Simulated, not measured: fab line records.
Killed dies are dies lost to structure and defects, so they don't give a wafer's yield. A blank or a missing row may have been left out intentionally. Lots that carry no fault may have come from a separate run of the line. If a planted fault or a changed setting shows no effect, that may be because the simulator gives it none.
Which tool was responsible?	flow berkeley-cmos170	at 1 step of a route of 331, 7 lots with 21 wafers sampled

## WHAT THE GAUGES READ, wafer by wafer
UCB170_CONTACT_CD_MEAS_90: target cd 700 nm.
lot	measured	on	cd-nm (nm)
L651	day 7 22:13	cd-sem-01	700.1 700.8 700.6
L654	day 8 07:11	cd-sem-01	698.1 699.7 699.2
L659	day 9 07:27	cd-sem-02	697.8 700.1 699.1
L662	day 9 19:04	cd-sem-01	697.8 699.2 698.8
L666	day 10 13:59	cd-sem-01	699.7 700.8 699.7
L668	day 12 01:24	cd-sem-02	700.2 699.8 701.2
L671	day 12 13:14	cd-sem-01	699.7 698.4 699.4

## WHICH TOOL RAN EACH LOT (tool, then ch and the chambers of the sampled wafers, then the start)
The record shows no process step preceding these readings.

## THE ANSWER, worked out from the rows above alone
Rule: the lots themselves supply what counts as usual. Put in order of their means at a reading, lots are off if they are a third of the lots or fewer, leave a main group of 4 or more, and stand apart from it by a gap of 3 or more times the standard deviation of the main group's means; of several such gaps the widest counts. Not used: any main group whose means are identical at the precision the tables above print for the reading. Also off: a lot with no number at a reading for which 4 or more lots have one. Where the step has rows for the other lots, those lots are counted as sound.
Across all readings shown, no lot is off: no conclusion can be drawn from this.

## WHAT THE SIMULATOR HAD INSERTED
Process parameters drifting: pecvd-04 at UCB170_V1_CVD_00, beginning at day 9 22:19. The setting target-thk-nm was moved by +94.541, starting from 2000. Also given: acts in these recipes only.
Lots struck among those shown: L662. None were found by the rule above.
